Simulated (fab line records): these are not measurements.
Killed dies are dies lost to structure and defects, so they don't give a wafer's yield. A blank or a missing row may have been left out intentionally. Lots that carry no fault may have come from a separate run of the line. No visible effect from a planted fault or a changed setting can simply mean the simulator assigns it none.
Which of the tools did it? -- flow berkeley cmos170 -- Sampling: 14 lots, 42 wafers, 4 of 331 route steps

== WHAT EACH GAUGE READ, for each wafer ==
UCB170_SCREENOX_THK_MEAS_02.
lot,measured,on,SCREENOX_OXIDE_THK (nm)
L472,day 5 11:11,film metro-01,14.28 14.28 14.17
L476,day 5 21:52,film metro-01,14.08 14.33 14.62
L479,day 6 09:13,film metro-02,14.68 14.81 14.62
L482,day 7 03:39,film metro-01,14.37 14.81 14.85
L484,day 7 03:40,film metro-02,14.68 14.81 14.81
L485,day 7 03:40,film metro-03,14.83 14.81 14.93
L483,day 7 04:49,film metro-02,14.59 14.40 14.39
L486,day 8 01:07,film metro-03,14.56 14.38 14.35
L488,day 8 01:08,film metro-01,14.52 14.79 14.61
L491,day 9 02:26,film metro-01,14.24 14.03 14.08
L490,day 9 02:28,film metro-02,14.59 14.59 14.63
L494,day 9 11:31,film metro-01,14.27 14.42 14.16
L495,day 10 00:41,film metro-03,14.78 14.96 15.06
L493,day 10 00:42,film metro-01,14.27 14.24 14.23

UCB170_GATE_THK_MEAS_05.
lot,measured,on,GATE_POLY_THK (nm)
L472,day 6 02:56,film metro-02,211.7 211.5 212.2
L476,day 6 13:28,film metro-03,215.7 215.7 214.6
L479,day 7 02:04,film metro-02,213.1 213.9 213.1
L482,day 7 19:08,film metro-02,208.8 209.1 212.2
L484,day 7 19:05,film metro-02,210.1 211.4 211.2
L485,day 7 19:12,film metro-04,215.4 215.1 215.0
L483,day 7 19:08,film metro-04,214.8 214.7 214.9
L486,day 8 18:31,film metro-02,211.0 209.0 209.5
L488,day 8 18:32,film metro-04,213.2 211.7 212.4
L491,day 9 22:21,film metro-03,213.9 214.9 214.6
L490,day 9 22:22,film metro-04,215.3 217.3 218.1
L494,day 10 08:53,film metro-03,211.5 214.5 211.2
L495,day 10 19:10,film metro-02,212.8 209.0 211.3
L493,day 10 19:10,film metro-04,214.8 214.3 215.0

== TOOL THAT RAN EACH LOT (tool first, then ch and the chambers of the sampled wafers, then the start) ==
lot,UCB170_NVT_IMPLANT_07,UCB170_PVT_STRIP_08
L472,"implanter-04 ch 0, day 5 14:47","plasma asher-04 ch 0,1, day 5 18:10"
L476,"implanter-03 ch 0, day 6 02:59","plasma asher-03 ch 0,1, day 6 06:08"
L479,"implanter-04 ch 0, day 6 14:37","plasma asher-04 ch 0,1, day 6 17:19"
L482,"implanter-04 ch 0, day 7 07:56","plasma asher-03 ch 0,1, day 7 10:40"
L484,"implanter-04 ch 0, day 7 06:50","plasma asher-03 ch 0,1, day 7 09:53"
L485,"implanter-01 ch 0, day 7 07:56","plasma asher-04 ch 0, day 7 10:53"
L483,"implanter-04 ch 0, day 7 08:54","plasma asher-01 ch 0,1, day 7 11:09"
L486,"implanter-04 ch 0, day 8 04:45","plasma asher-03 ch 0,1, day 8 07:34"
L488,"implanter-01 ch 0, day 8 05:04","plasma asher-04 ch 0,1, day 8 08:29"
L491,"implanter-03 ch 0, day 9 09:43","plasma asher-04 ch 0,1, day 9 12:51"
L490,"implanter-01 ch 0, day 9 09:29","plasma asher-03 ch 0,1, day 9 11:40"
L494,"implanter-03 ch 0, day 9 16:29","plasma asher-01 ch 0,1, day 9 18:16"
L495,"implanter-01 ch 0, day 10 06:22","plasma asher-04 ch 0,1, day 10 08:39"
L493,"implanter-01 ch 0, day 10 06:50","plasma asher-04 ch 0,1, day 10 09:29"
- UCB170_NVT_IMPLANT_07
- UCB170_PVT_STRIP_08: strips in O2.

== WHAT THE TOOLS THEMSELVES READ (means of the sampled wafers that have a number; where no wafer has one, the mark that the record gives instead) ==
UCB170_NVT_IMPLANT_07.
lot,tool,faraday current uA,tilt deg (degrees)
L472,implanter-04,9.51,7.002
L476,implanter-03,9.58,7.031
L479,implanter-04,9.58,7.022
L482,implanter-04,9.54,7.006
L484,implanter-04,9.44,7.006
L485,implanter-01,9.68,6.993
L483,implanter-04,9.48,5.061
L486,implanter-04,9.60,5.075
L488,implanter-01,9.49,7.034
L491,implanter-03,9.63,7.030
L490,implanter-01,9.57,6.998
L494,implanter-03,9.51,7.001
L495,implanter-01,9.74,7.015
L493,implanter-01,9.52,6.986

UCB170_PVT_STRIP_08.
lot,tool,chamber pressure mTorr (mTorr),drypump motor current A (A),oes product au (a.u.),strip time to endpoint s (s)
L472,plasma asher-04,3501,6.07,0.734,21.71
L476,plasma asher-03,3502,5.84,0.730,21.62
L479,plasma asher-04,3500,6.08,0.733,21.66
L482,plasma asher-03,3499,5.91,0.738,21.55
L484,plasma asher-03,3499,5.89,0.734,21.70
L485,plasma asher-04,3501,5.79,0.736,21.72
L483,plasma asher-01,3502,5.56,0.735,21.72
L486,plasma asher-03,3503,5.80,0.737,21.66
L488,plasma asher-04,3503,5.94,0.735,21.67
L491,plasma asher-04,3503,6.08,0.735,21.71
L490,plasma asher-03,3498,5.91,0.736,21.69
L494,plasma asher-01,3499,5.56,0.731,21.71
L495,plasma asher-04,3500,6.07,0.737,21.74
L493,plasma asher-04,3501,6.08,0.736,21.64

== THE ANSWER, worked out from the rows above alone ==
Rule: the usual values come from the lots themselves. The widest of any qualifying gaps counts: lots, ordered by their means at a reading, are off when they make up no more than a third of the lots, leave a main group of 4 or more, and stand apart from it by 3 or more times the standard deviation of that group's means. Not used: any main group whose means are identical at the precision the tables above print for the reading. A lot without any number at a reading at which 4 lots or more have one is off too. Any other lot the step has rows for is counted as sound. The gauges are gone through in route order, then the tools' own readings, and for those a lot's mean is taken as printed above. At the first step where some lot is off, the reading lying furthest off is the one used; lots without a number count as furthest.
Off: L483, L486, at UCB170_NVT_IMPLANT_07 (tilt deg). The main group: mean 7.010 degrees, standard deviation 0.015.
A tool fits if, at that step or a process step before it, it ran every lot that is off, and no sound lot after the first of them. One fits: implanter-04 at UCB170_NVT_IMPLANT_07. A fault onset in the window from L482 (day 7 07:56, its last sound lot) to L483 (day 7 08:54, its first lot off) fits.
The tool's own readings at UCB170_NVT_IMPLANT_07 bear it out: on the lots that are off they differ by more than 5 times the standard deviation of the sound lots' means. tilt deg reads 5.068 degrees there against 7.010 degrees on the sound lots.

== WHAT HAD BEEN PUT IN BY THE SIMULATOR ==
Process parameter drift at UCB170_NVT_IMPLANT_07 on implanter-04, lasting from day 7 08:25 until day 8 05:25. Setting tilt deg, moved by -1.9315, from 7. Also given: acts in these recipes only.
Struck lots among those shown: L483, L486. This agrees with what the rule above found.
